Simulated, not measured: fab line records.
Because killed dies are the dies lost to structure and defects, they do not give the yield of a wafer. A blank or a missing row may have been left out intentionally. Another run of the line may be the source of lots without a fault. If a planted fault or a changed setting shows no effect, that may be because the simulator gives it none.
Which tool was responsible?    flow berkeleyCmos170    7 lots with 21 wafers sampled at 2 steps, on a route of 331 steps

== WHAT THE GAUGES READ, wafer by wafer ==
UCB170_M3_THK_MEAS_03: measures by xrf.
lot   measured      on            M3_AL_THK (nm)
L519  day 8 10:58   filmMetro-04  875 884 880
L521  day 9 00:40   filmMetro-04  892 903 890
L523  day 9 08:01   filmMetro-02  916 895 912
L525  day 9 15:37   filmMetro-04  893 888 902
L528  day 10 10:34  filmMetro-03  905 900 905
L534  day 11 08:45  filmMetro-04  884 899 892
L538  day 12 12:02  filmMetro-03  883 887 887

== EACH LOT AND THE TOOL THAT RAN IT (in order: tool; ch and the chambers of the sampled wafers; start) ==
lot   UCB170_CONTACT_ETCH_18
L519  rieDiel-01 ch 1,2,3, day 7 17:00
L521  rieDiel-02 ch 1,3, day 8 07:00
L523  rieDiel-01 ch 1,3, day 8 15:00
L525  rieDiel-01 ch 1,2,3, day 9 01:00
L528  rieDiel-01 ch 0,1, day 9 16:00
L534  rieDiel-02 ch 1,3, day 10 17:00
L538  rieDiel-02 ch 0,1,3, day 11 20:00
- UCB170_CONTACT_ETCH_18: etches PSG in CHF3/CF4/Ar, stops on TiSi2, target depth 840 nm, time 195 s.

== THE ANSWER, worked out from the rows above alone ==
Rule: the lots themselves supply what counts as usual. Put in order of their means at a reading, lots are off if they are a third of the lots or fewer, leave a main group of 4 or more, and stand apart from it by a gap of 3 or more times the standard deviation of the main group's means; of several such gaps the widest counts. A main group whose means are all the same, to the digits that the tables above print for the reading, isn't used. A lot without any number at a reading at which 4 lots or more have one is off too. The other lots that the step has rows for count as sound.
No lot is off on any of the readings shown, so nothing can be concluded from this.

== WHAT THE SIMULATOR HAD PUT IN ==
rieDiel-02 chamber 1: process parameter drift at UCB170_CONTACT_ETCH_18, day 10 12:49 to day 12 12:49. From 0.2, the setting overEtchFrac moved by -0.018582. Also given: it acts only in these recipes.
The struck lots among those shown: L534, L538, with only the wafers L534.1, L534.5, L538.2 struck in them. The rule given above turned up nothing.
